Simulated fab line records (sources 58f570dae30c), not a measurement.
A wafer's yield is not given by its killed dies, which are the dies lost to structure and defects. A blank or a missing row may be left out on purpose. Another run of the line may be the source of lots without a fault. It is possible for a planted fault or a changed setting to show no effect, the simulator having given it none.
fab line records	flow berkeley_cmos170
[record] lots = 15	wafers = 45	last_day = 14
route steps=331 shown ZERO@9 ACTIVE@74 NLDD@168 SPACER@174
lots that met no fault: taken from a fault-free run of the same line
start_h: hours from the record's opening day to when the first of the lot's shown wafers began	wait_h: hours since the lot's step before	" same as the row above	L1.1+2: a single row standing in for several wafers	- no value, or no start was given	* or withheld: withheld	< > ~ a bound
route shown NAME@n: NAME is a module with steps in the file, n the number in the route of the first one	usual: mean/standard deviation taken from wafers without a fault	same: alike in all rows	chamber/n: place in a boat	sites: the reading at each site	_std_site: the values' standard deviation	_edge_site: mean of outer sites minus mean of inner sites	radius_mm: how far each site lies from the wafer's centre	mask NAME#n: copy n	behind: the most recent tool/chamber to have shaped the wafer	hold: why the lot went on hold/how many hours it stayed there/how the hold came to an end	device: the n, p or np transistor that did not switch	end of line: tests of these same wafers at the route's end	for a step that has no rows: nothing shown but its recipe	killed: the dies lost at the first sort to structure and to defects; this is not the yield of the wafer	map: a wafer's dies, x killed, . not, _ none there
set.NAME: setting as actually run; set.NAME@STEP: the setting as run at that earlier step	model.NAME: the simulator's own value behind a step, which no gauge read
one table for each step of the route and one row for each wafer, over a sample of lots
services: when a tool's chamber went out of use (start_h, in hours from the record's first day, below 0 if earlier), for how many hours, and the reason
[[steps]]
[step UCB170_ZERO_EXPOSE_03]
[recipe] mask_id = PM_MARKS	na = 0.5	sigma_outer = 0.6	source_shape = conventional	target_cd_nm = 4000	dose_mj = 30
[usual] exposure_dose_mJ_cm2 = 29.997/0.028	focus_offset_nm = 0.1/0.56
lot.wafer	tool	chamber	start_h	wait_h	mask	exposure_dose_mJ_cm2	focus_offset_nm
L911.1	krf_scanner-01	0	19.26	0.1	PM_MARKS#0	30.005	-0.2
L911.2	"	0	"	"	PM_MARKS#0	29.996	-0.3
L911.5	"	0	"	"	PM_MARKS#0	29.983	0.1
L912.1	krf_scanner-02	0	25.90	0.1	PM_MARKS#0	30.023	0.1
L912.2	"	0	"	"	PM_MARKS#0	29.997	-0.2
L912.4	"	0	"	"	PM_MARKS#0	29.963	0.1
L913.1	krf_scanner-01	0	32.15	0.3	PM_MARKS#0	29.991	-0.9
L913.2	"	0	"	"	PM_MARKS#0	29.986	-0.2
L913.3	"	0	"	"	PM_MARKS#0	30.009	0.2
L916.2	krf_scanner-01	-	55.16	0.2	PM_MARKS#0	-	-
L916.3	"	-	"	"	PM_MARKS#0	-	-
L916.5	"	-	"	"	PM_MARKS#0	-	-
L917.1	krf_scanner-01	-	55.54	0.1	PM_MARKS#0	-	-
L917.2	"	-	"	"	PM_MARKS#0	-	-
L917.3	"	-	"	"	PM_MARKS#0	-	-
L918.2	krf_scanner-01	-	62.40	0.1	PM_MARKS#0	-	-
L918.3	"	-	"	"	PM_MARKS#0	-	-
L918.4	"	-	"	"	PM_MARKS#0	-	-
L925.1	krf_scanner-01	0	89.38	0.1	PM_MARKS#0	30.063	-0.5
L925.3	"	0	"	"	PM_MARKS#0	30.013	1.2
L925.6	"	0	"	"	PM_MARKS#0	30.076	0.9
L927.1	krf_scanner-01	0	98.38	0.1	PM_MARKS#0	29.932	0.1
L927.3	"	0	"	"	PM_MARKS#0	30.013	-0.5
L927.4	"	0	"	"	PM_MARKS#0	29.979	-0.5
L926.2	krf_scanner-02	0	98.64	0.3	PM_MARKS#0	29.977	0.7
L926.3	"	0	"	"	PM_MARKS#0	29.936	0.4
L926.6	"	0	"	"	PM_MARKS#0	29.960	1.0
L928.2	krf_scanner-02	0	108.47	0.1	PM_MARKS#0	29.994	0.2
L928.4	"	0	"	"	PM_MARKS#0	29.950	0.3
L928.6	"	0	"	"	PM_MARKS#0	29.974	-0.2
L929.1	krf_scanner-02	0	113.24	0.1	PM_MARKS#0	29.974	0.1
L929.5	"	0	"	"	PM_MARKS#0	30.004	0.6
L929.6	"	0	"	"	PM_MARKS#0	29.987	-0.5
L930.1	krf_scanner-02	0	121.65	0.3	PM_MARKS#0	30.032	0.4
L930.4	"	0	"	"	PM_MARKS#0	30.006	-1.1
L930.5	"	0	"	"	PM_MARKS#0	30.034	0.2
L933.4	krf_scanner-01	0	128.99	0.2	PM_MARKS#0	30.028	0.0
L933.5	"	0	"	"	PM_MARKS#0	29.980	0.8
L933.6	"	0	"	"	PM_MARKS#0	30.050	0.8
L932.1	krf_scanner-01	0	129.05	0.3	PM_MARKS#0	30.014	0.6
L932.2	"	0	"	"	PM_MARKS#0	30.005	1.0
L932.5	"	0	"	"	PM_MARKS#0	30.012	0.5
L934.1	krf_scanner-01	0	138.70	0.3	PM_MARKS#0	30.043	-0.2
L934.2	"	0	"	"	PM_MARKS#0	30.035	-0.3
L934.4	"	0	"	"	PM_MARKS#0	30.037	-1.0
[step UCB170_ZERO_ETCH_06]
[recipe] chemistry = CHF3/CF4/Ar	target = SiO2	time_s = 12	pressure_mtorr = 100	rf_w = 500	CHF3_flow_sccm = 50	cf4_flow_sccm = 10	Ar_flow_sccm = 120	over_etch_frac = 1.58
[usual] cf4_flow_sccm = 10.00/0.031	drypump_motor_current_A = 5.5/0.37	oes_product_au = 0.616/0.0092	rf_fwd_power_W = 491.6/2.7	throttle_valve_pct = 9.20/0.16
lot.wafer	tool	chamber	start_h	wait_h	cf4_flow_sccm	drypump_motor_current_A	oes_product_au	rf_fwd_power_W	rf_hours_counter_h	throttle_valve_pct
L911.1	rie_diel-02	0	19.82	-	9.96	5.4	0.633	494.2	9	9.22
L911.2	"	1	"	"	10.00	5.4	0.606	491.8	3	9.18
L911.5	"	3	"	"	10.05	5.4	0.605	494.8	-	9.36
L912.1	rie_diel-03	1	26.29	-	10.00	5.6	0.610	494.2	105	9.32
L912.2	"	3	"	"	10.00	5.2	0.608	487.5	4	9.10
L912.4	"	2	"	"	9.99	6.2	0.622	492.2	106	9.07
L913.1	rie_diel-01	3	32.75	-	10.07	6.1	0.630	491.4	9	9.10
L913.2	"	1	"	"	10.01	5.7	0.623	493.3	130	9.03
L913.3	"	2	"	"	10.04	5.4	0.618	491.5	47	8.96
L916.2	rie_diel-03	2	56.02	-	10.02	6.2	0.381	491.0	108	9.05
L916.3	"	3	"	"	9.97	5.2	0.368	486.0	6	9.07
L916.5	"	2	"	"	9.99	6.2	0.376	493.8	-	9.06
L917.1	rie_diel-01	1	56.09	-	9.93	5.7	0.375	494.0	130	9.02
L917.2	"	0	"	"	10.00	5.0	0.374	489.1	88	9.45
L917.3	"	3	"	"	10.00	6.1	0.390	493.4	10	9.10
L918.2	rie_diel-03	2	62.77	-	10.00	6.2	0.372	491.5	109	9.06
L918.3	"	1	"	"	10.02	5.6	0.368	493.0	107	9.29
L918.4	"	0	"	"	10.01	5.3	0.366	492.6	10	9.38
L925.1	rie_diel-03	3	89.87	-	9.99	5.2	0.602	485.5	7	9.09
L925.3	"	0	"	"	10.03	5.2	0.613	492.5	11	9.41
L925.6	"	3	"	"	9.97	5.1	0.616	485.8	-	9.11
L927.1	rie_diel-02	2	99.05	-	10.03	5.5	0.614	497.1	48	9.08
L927.3	"	1	"	"	9.98	5.4	0.609	493.4	7	9.19
L927.4	"	0	"	"	10.02	5.4	0.625	493.5	13	9.21
L926.2	rie_diel-01	1	99.19	-	10.00	5.8	0.622	492.9	132	9.03
L926.3	"	3	"	"	10.03	6.1	0.620	491.1	12	9.13
L926.6	"	2	"	"	10.01	5.4	0.627	492.0	-	8.94
L928.2	rie_diel-01	2	108.85	-	9.98	5.3	0.628	491.4	50	8.94
L928.4	"	1	"	"	9.99	5.8	0.634	493.2	132	9.03
L928.6	"	0	"	"	9.96	5.0	0.609	485.3	-	9.48
L929.1	rie_diel-03	1	114.15	-	10.02	5.6	0.611	491.1	109	9.30
L929.5	"	2	"	"	10.01	6.2	0.626	491.7	-	9.08
L929.6	"	3	"	"	9.99	5.2	0.610	487.7	-	9.10
L930.1	rie_diel-02	3	122.08	-	10.00	5.4	0.604	493.6	157	9.37
L930.4	"	2	"	"	9.98	5.5	0.619	492.8	49	9.08
L930.5	"	2	"	"	10.03	5.5	0.612	495.3	-	9.08
L933.4	rie_diel-02	3	129.53	-	9.98	5.4	0.605	493.8	157	9.34
L933.5	"	0	"	"	9.99	5.3	0.628	491.2	-	9.22
L933.6	"	3	"	"	10.01	5.4	0.602	494.4	-	9.34
L932.1	rie_diel-03	3	129.63	-	9.98	5.2	0.613	486.2	9	9.09
L932.2	"	2	"	"	10.03	6.2	0.625	491.9	112	9.05
L932.5	"	1	"	"	9.99	5.6	0.613	493.0	-	9.32
L934.1	rie_diel-03	1	139.09	-	9.96	5.6	0.610	496.9	110	9.32
L934.2	"	2	"	"	9.99	6.2	0.615	491.8	112	9.08
L934.4	"	3	"	"	9.99	5.2	0.611	488.9	10	9.10
[step UCB170_ACTIVE_OVL_MEAS_14]
[usual] ACTIVE_OVL = -4/5.3
lot.wafer	tool	chamber	start_h	wait_h	ACTIVE_OVL[nm]
L911.1	overlay-02	-	97.93	0.1	-1
L911.2	"	-	"	"	-7
L911.5	"	-	"	"	-8
L912.1	overlay-02	-	104.53	0.1	-1
L912.2	"	-	"	"	-7
L912.4	"	-	"	"	-5
L913.1	overlay-01	-	104.81	0.1	-5
L913.2	"	-	"	"	-3
L913.3	"	-	"	"	-5
L926.2	overlay-01	-	167.49	0.1	2
L926.3	"	-	"	"	0
L926.6	"	-	"	"	-1
L925.1	overlay-01	-	167.76	0.1	-3
L925.3	"	-	"	"	-12
L925.6	"	-	"	"	-4
L927.1	overlay-01	-	167.88	0.1	3
L927.3	"	-	"	"	-2
L927.4	"	-	"	"	-8
L928.2	overlay-01	-	194.52	0.1	-4
L928.4	"	-	"	"	-9
L928.6	"	-	"	"	-8
L929.1	overlay-02	-	194.63	0.1	-5
L929.5	"	-	"	"	3
L929.6	"	-	"	"	-7
L930.1	overlay-01	-	205.98	0.1	-9
L930.4	"	-	"	"	-3
L930.5	"	-	"	"	0
L932.1	overlay-02	-	219.73	0.1	-15
L932.2	"	-	"	"	-7
L932.5	"	-	"	"	-10
L934.1	overlay-01	-	219.85	0.1	-11
L934.2	"	-	"	"	-6
L934.4	"	-	"	"	-5
L933.4	overlay-02	-	220.03	0.1	-7
L933.5	"	-	"	"	-4
L933.6	"	-	"	"	-3
[step UCB170_NLDD_STRIP_10]
[recipe] chemistry = O2	power_w = 400	pressure_mtorr = 3500	platen_temp_c = withheld	o2_flow_sccm = 400	overash_fraction = 0.5
[usual] drypump_motor_current_A = 5.7/0.61	oes_product_au = 0.734/0.0042	strip_time_to_endpoint_s = 21.61/0.064
lot.wafer	tool	chamber	start_h	wait_h	drypump_motor_current_A	oes_product_au	rf_hours_counter_h	strip_time_to_endpoint_s
L911.1	plasma_asher-04	0	162.48	0.1	6.5	0.730	39	21.54
L911.2	"	1	"	"	5.8	0.734	39	21.57
L911.5	"	0	"	"	6.5	0.737	-	21.48
L912.1	plasma_asher-01	1	163.02	0.1	6.2	0.734	39	21.78
L912.2	"	0	"	"	5.0	0.725	39	21.80
L912.4	"	0	"	"	5.0	0.742	-	21.80
L913.1	plasma_asher-04	0	163.48	0.1	6.5	0.738	40	21.58
L913.2	"	1	"	"	5.7	0.740	40	21.66
L913.3	"	0	"	"	6.5	0.735	-	21.60
L926.2	plasma_asher-04	0	257.07	0.1	6.5	0.736	49	21.59
L926.3	"	1	"	"	5.7	0.738	-	21.72
L926.6	"	1	"	"	5.7	0.740	-	21.64
L927.1	plasma_asher-01	0	257.11	0.1	5.0	0.739	48	21.72
L927.3	"	1	"	"	6.2	0.734	-	21.69
L927.4	"	0	"	"	5.0	0.738	-	21.71
L925.1	plasma_asher-04	0	257.35	0.1	6.5	0.736	49	21.61
L925.3	"	0	"	"	6.5	0.734	-	21.59
L925.6	"	1	"	"	5.8	0.735	-	21.59
L928.2	plasma_asher-04	1	269.69	0.1	5.7	0.736	51	21.58
L928.4	"	0	"	"	6.5	0.733	-	21.59
L928.6	"	0	"	"	6.5	0.733	-	21.62
L929.1	plasma_asher-02	1	270.02	0.1	4.8	0.739	13	21.59
L929.5	"	0	"	"	5.4	0.731	-	21.50
L929.6	"	1	"	"	4.8	0.739	-	21.54
L930.1	plasma_asher-02	0	274.56	0.1	5.4	0.735	13	21.62
L930.4	"	1	"	"	4.8	0.739	-	21.60
L930.5	"	1	"	"	4.8	0.729	-	21.63
L934.1	plasma_asher-02	1	284.88	0.1	4.8	0.739	15	21.70
L934.2	"	0	"	"	5.4	0.730	15	21.53
L934.4	"	1	"	"	4.8	0.736	-	21.63
L933.4	plasma_asher-04	1	285.18	0.1	5.7	0.737	-	21.63
L933.5	"	1	"	"	5.8	0.735	-	21.63
L933.6	"	0	"	"	6.5	0.740	-	21.61
L932.1	plasma_asher-02	1	285.33	0.1	4.8	0.733	15	21.65
L932.2	"	0	"	"	5.4	0.734	15	21.68
L932.5	"	0	"	"	5.4	0.740	-	21.67
[step UCB170_SPACER_ETCHBACK_03]
[recipe] stop_on = Si	target = SiO2	chemistry = CHF3/CF4/Ar	CHF3_flow_sccm = 50	cf4_flow_sccm = 10	Ar_flow_sccm = 120	pressure_mtorr = 200	rf_w = 500	target_depth_a = 3760	time_s = 100
[usual] cf4_flow_sccm = 10.00/0.033	drypump_motor_current_A = 5.6/0.35	oes_product_au = 0.900/0.013	rf_fwd_power_W = 497.3/1.7	throttle_valve_pct = 6.44/0.14
lot.wafer	tool	chamber	start_h	wait_h	cf4_flow_sccm	drypump_motor_current_A	oes_product_au	rf_fwd_power_W	rf_hours_counter_h	throttle_valve_pct
L911.1	rie_diel-02	0	170.14	0.0	9.99	5.4	0.912	496.0	17	6.46
L911.2	"	3	"	"	9.99	5.4	0.888	497.7	0	6.56
L911.5	"	0	"	"	10.04	5.4	0.910	497.1	-	6.47
L912.1	rie_diel-01	1	170.14	0.0	9.99	5.8	0.887	496.4	135	6.31
L912.2	"	3	"	"	10.03	6.1	0.897	497.2	14	6.37
L912.4	"	0	"	"	9.95	5.0	0.888	496.1	92	6.65
L913.1	rie_diel-02	3	170.22	0.1	9.98	5.4	0.919	497.9	0	6.56
L913.2	"	1	"	"	10.03	5.4	0.869	494.9	11	6.43
L913.3	"	0	"	"	10.04	5.4	0.894	500.0	17	6.45
L925.1	rie_diel-04	3	262.28	0.0	9.97	5.5	0.907	499.6	89	6.62
L925.3	"	2	"	"	9.98	6.2	0.893	496.5	18	6.65
L925.6	"	1	"	"	9.99	5.7	0.899	493.5	-	6.28
L926.2	rie_diel-02	3	262.28	0.0	9.99	5.4	0.909	499.9	4	6.55
L926.3	"	0	"	"	10.01	5.4	0.914	500.7	20	6.47
L926.6	"	2	"	"	9.92	5.5	0.919	497.9	-	6.35
L927.1	rie_diel-01	2	262.28	0.0	10.04	5.4	0.910	497.5	55	6.23
L927.3	"	0	"	"	10.03	5.0	0.888	498.3	96	6.66
L927.4	"	3	"	"	9.95	6.2	0.919	497.5	-	6.37
L928.2	rie_diel-02	3	274.46	0.0	10.01	5.5	0.905	497.9	4	6.57
L928.4	"	2	"	"	10.02	5.5	0.927	497.8	56	6.34
L928.6	"	1	"	"	10.00	5.5	0.906	496.7	-	6.43
L929.1	rie_diel-04	0	274.46	0.0	10.00	5.9	0.868	495.2	87	6.34
L929.5	"	1	"	"	10.06	5.8	0.891	498.4	-	6.28
L929.6	"	0	"	"	10.00	5.9	0.914	496.2	-	6.34
L930.1	rie_diel-04	2	281.04	0.0	9.95	6.2	0.897	498.3	19	6.66
L930.4	"	3	"	"	10.01	5.5	0.917	499.6	91	6.60
L930.5	"	0	"	"	10.04	5.9	0.901	496.0	-	6.34
L933.4	rie_diel-01	2	291.82	0.0	9.96	5.3	0.907	496.8	56	6.25
L933.5	"	0	"	"	10.03	5.0	0.901	495.7	-	6.66
L933.6	"	3	"	"	9.98	6.2	0.916	498.4	-	6.37
L934.1	rie_diel-04	3	291.82	0.0	9.98	5.5	0.910	498.4	91	6.60
L934.2	"	2	"	"	10.04	6.1	0.883	497.9	20	6.66
L934.4	"	0	"	"	9.98	5.9	0.897	493.3	88	6.35
L932.1	rie_diel-02	0	291.89	0.1	9.96	5.4	0.907	497.5	22	6.45
L932.2	"	1	"	"	10.09	5.4	0.879	497.3	15	6.43
L932.5	"	2	"	"	9.97	5.5	0.897	498.2	-	6.35
[[services]]
tool	chamber	start_h	hours	kind
rie_diel-01	2	-3.35	15.4	repair
plasma_asher-04	-	-0.86	2.8	pm
krf_scanner-01	-	3.78	1.3	pm
plasma_asher-04	-	37.91	0.8	repair
rie_diel-03	0	41.22	15.1	repair
rie_diel-01	2	56.41	6.3	repair
krf_scanner-01	-	70.66	4.0	pm
plasma_asher-04	-	92.12	1.1	repair
rie_diel-03	2	92.48	4.6	repair
krf_scanner-01	-	100.77	3.6	pm
krf_scanner-01	-	111.60	0.8	pm
rie_diel-01	2	144.86	3.5	repair
krf_scanner-01	-	153.53	1.0	pm
krf_scanner-01	-	179.68	1.3	pm
krf_scanner-01	-	192.32	3.0	repair
rie_diel-03	3	206.33	5.8	repair
plasma_asher-04	-	228.77	3.1	repair
rie_diel-03	-	230.08	2.8	pm
rie_diel-01	1	235.22	5.1	repair
rie_diel-03	-	242.23	0.4	repair
rie_diel-01	2	245.41	3.5	repair
rie_diel-02	-	246.41	2.8	pm
krf_scanner-01	-	280.40	0.8	pm
krf_scanner-01	-	290.97	3.0	repair
[[key]]
[first_sign] step = UCB170_ZERO_EXPOSE_03	reading = tool_record	direction = missing
[effect] step = UCB170_ZERO_ETCH_06	reading = oes_product_au	direction = down	sigmas = 26	usual = 0.616	struck = 0.375
met_at UCB170_ZERO_EXPOSE_03
struck_lots L916,L917,L918
later_rows_left_out L916.2,L916.3,L916.5,L917.1,L917.2,L917.3,L918.2,L918.3,L918.4
sort_left_out L916.2,L916.3,L916.5,L917.1,L917.2,L917.3,L918.2,L918.3,L918.4
tester_left_out L916,L917,L918
not_acting_at UCB170_ACTIVE_OVL_MEAS_14,UCB170_NLDD_STRIP_10,UCB170_SPACER_ETCHBACK_03
onset_between 32.15 55.16
[fault] kind = skipped_step_whole	tool = krf_scanner-01	chamber = -	onset_h = 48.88	steps = UCB170_ZERO_EXPOSE_03	scope = struck_lots_only
// tester_left_out: of these lots the tester's yield and bins aren't shown, on N5 and GAA mostly nor the transistor test; their killed dies are dies lost to structure and defects alone, not to doping, threshold or leakage, so they don't give the yield
// sort_left_out: the simulated sort isn't trusted on such a fault, so these wafers' sort isn't shown, and their yield isn't known
// later_rows_left_out: the simulator's readings of these wafers behind a module that went badly wrong aren't trusted and aren't shown, but for the sort
